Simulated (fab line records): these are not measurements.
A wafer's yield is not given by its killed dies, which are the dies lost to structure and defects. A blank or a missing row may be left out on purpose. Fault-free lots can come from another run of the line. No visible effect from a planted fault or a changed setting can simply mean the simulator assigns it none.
8D (eight disciplines) problem report, filled in by code -- flow berkeleyCmos170 -- the parts of the form that need people (team, actions taken, sign-off) are left out

1. THE PROBLEM
PFIELD_TW at UCB170_PFIELD_TW_MEAS_09 reads a mean of 295 on 5 wafers of 2 lots; wafers without a fault read 598 with a standard deviation of 5.7. Relative to the usual mean, that is a shift of -53 standard deviations.
First seen on wafer L202.2, day 7 01:23, on filmMetro-03. The record has a number at this step for 41 wafers belonging to 14 lots. By rule, "out" or "out of limits" means more than 4 standard deviations away from the usual mean. The rest of the wafers with a number are treated as sound.

2. WHAT IT IS, AND WHAT IT ISN'T
question,is,is not
which readings at this step,PFIELD_TW,-
which lots,"L199, L202","L190, L191, L192, L193, L194, L205, L207, L208, L210, L211, L212, L213"
which wafers of those lots,all that have a number,-
read on which gauges,"filmMetro-03, filmMetro-04",filmMetro-02
when,from day 7 01:23,"up to then (15 sound wafers); but 21 sound wafers of L205, L207, L208, L210, L211, L212, L213 came after"

3. THE SUSPECTS, EACH WITH WHAT RULES IT OUT
Counting: a tool stays on the suspect list if, at a process step up to the reading, it processed all lots that are out and no sound lot following the first of them.
- ruled out: the gauge at UCB170_PFIELD_TW_MEAS_09. The wafers that are out were read on 2 gauges (filmMetro-03, filmMetro-04).
- implanter-04 at UCB170_PFIELD_IMPLANT_07: kept. It processed each lot that is out, first L202 at day 7 01:09, and no sound lot thereafter; up to then, the last sound lot it processed was L193 at day 5 10:42. On those wafers its own readings are out: doseIonsCm2, faradayCurrentUA.
Remaining after the count: implanter-04 at UCB170_PFIELD_IMPLANT_07.

4. THE CAUSE (what the simulator had put in)
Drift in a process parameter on implanter-04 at UCB170_PFIELD_IMPLANT_07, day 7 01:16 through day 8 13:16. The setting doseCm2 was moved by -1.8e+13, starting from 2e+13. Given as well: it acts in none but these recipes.
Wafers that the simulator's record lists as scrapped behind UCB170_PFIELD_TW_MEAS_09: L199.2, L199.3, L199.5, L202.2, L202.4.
Only this tool survived the counting.

5. SEQUENCE OF EFFECTS, ordered by route
One row per reading whose mean, taken over the struck wafers that have a number, lies over 3 standard deviations from the usual. Scope: only readings with a usual standard deviation given in the record; hours: median across lots of the time from each lot's start at the first step in this table that gives one to its start at this step; sigmas: change in usual standard deviations.
hours,step,reading,usual,on struck wafers,change,sigmas
0,UCB170_PFIELD_IMPLANT_07,doseIonsCm2,2.0002e+13,2.0082e+12,-1.7994e+13,-99 or more
0,UCB170_PFIELD_IMPLANT_07,faradayCurrentUA,63.2,6.4,-56.8,-47
0,UCB170_PFIELD_TW_MEAS_09,PFIELD_TW,598,295,-303,-53
Here are the process steps it includes:
- UCB170_PFIELD_IMPLANT_07

6. HOW IT WOULD HAVE BEEN CAUGHT EARLIER
0 hours passed between the start of the fault at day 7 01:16 and the first reading out of limits at a measuring or inspecting step in this record, taken at day 7 01:23.
The tool's own readings at UCB170_PFIELD_IMPLANT_07 were out on every struck wafer that the step has a row for (doseIonsCm2, faradayCurrentUA): an alarm limit on them would have fired on the first of those.
Lots out: 2; of these, L199 started UCB170_PFIELD_IMPLANT_07 on implanter-04 after day 7 01:23. A hold on the tool at that time would have spared it.
